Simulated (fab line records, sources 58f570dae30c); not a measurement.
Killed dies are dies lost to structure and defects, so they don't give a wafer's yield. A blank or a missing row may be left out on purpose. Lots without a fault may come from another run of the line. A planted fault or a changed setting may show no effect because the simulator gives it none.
A struck lot beside a sound one | flow berkeley_cmos170 | 14 steps out of a route of 331
Sound: wafers L629.1, L629.2, L629.4. Struck: wafers L637.1, L637.2, L637.4. The cause comes at the end.
At each step with rows: each side's tool, then ch and its chambers, then its first start. Under that, the readings that differ: sound wafers | struck wafers | difference of the means | sigmas: that difference in standard deviations of wafers without a fault.
alike: readings whose means differ by less than 2 such deviations, and words and numbers that are the same on both sides. not compared: withheld readings, readings that some wafer has no value for, bounds like >300 that may hide the same value, and numbers for which the record gives no deviation and whose values overlap.
The two part at a step that has a row with sigmas, a row that says differs or no value, or rows on one side only. Numbers that don't overlap but have no deviation are shown without sigmas and don't part them. A reading that every wafer of one side lacks parts them only if that side has two wafers or more.

UCB170_PLDD_CD_MEAS_06: target cd 1200 nm.
  sound on cd_sem-01, day 7 07:47; struck on cd_sem-01, day 8 21:59
  alike: cd_nm
UCB170_PLDD_OVL_MEAS_07:
  sound on overlay-02, day 7 07:54; struck on overlay-01, day 8 22:06
  alike: PLDD_OVL
then, 2 steps without rows for these wafers: UCB170_PLDD_IMPLANT_08; UCB170_PLDD_IMPLANT_09.
UCB170_PLDD_STRIP_10: strips in O2.
  sound on plasma_asher-01 ch 0,1, day 7 08:14; struck on plasma_asher-02 ch 0,1, day 8 22:26
  alike: chamber_pressure_mTorr, drypump_motor_current_A, oes_product_au, strip_time_to_endpoint_s
  not compared: rf_hours_counter_h
UCB170_PLDD_TW_MEAS_11:
  sound on film_metro-02, day 7 08:20; struck on film_metro-03, day 8 22:32
  alike: PLDD_TW
then, 6 steps without rows for these wafers: UCB170_PLDD_CLEAN_12 (cleans in SPM, time 600 s); UCB170_NLDD_HMDS_00 (prime time 60 s); UCB170_NLDD_COAT_01 (resist thk 900 nm); UCB170_NLDD_SOFTBAKE_02 (time 60 s); UCB170_NLDD_EXPOSE_03 (exposes mask NSELECT, target cd 1200 nm); UCB170_NLDD_PEB_04.
UCB170_NLDD_DEVELOP_05: develop time 45 s.
  sound on litho_track-02 ch 0, day 7 09:00; struck on litho_track-03, day 9 00:00
  no value came back on the struck wafers for chill_plate_temp_C (C), develop_time_s (s); on the sound wafers chill_plate_temp_C (C) reads 22.98 23.03 22.81
  reading                               | sound             | struck            | difference | sigmas
  model.KrF_of_NLDD_COAT_01.thk_nm (nm) | 886.7 884.3 886.3 | 895.6 894.1 896.7 | +9.7       |
UCB170_NLDD_CD_MEAS_06: target cd 1200 nm.
  sound on cd_sem-02, day 7 09:38; struck on cd_sem-01, day 9 00:57
  reading    | sound                | struck | difference                    | sigmas
  cd_nm (nm) | 1202.9 1202.5 1201.9 | - - -  | no value on the struck wafers |

WHERE THEY PART
First at UCB170_NLDD_DEVELOP_05; last, within this record, at UCB170_NLDD_CD_MEAS_06.

WHY: what the simulator had put in
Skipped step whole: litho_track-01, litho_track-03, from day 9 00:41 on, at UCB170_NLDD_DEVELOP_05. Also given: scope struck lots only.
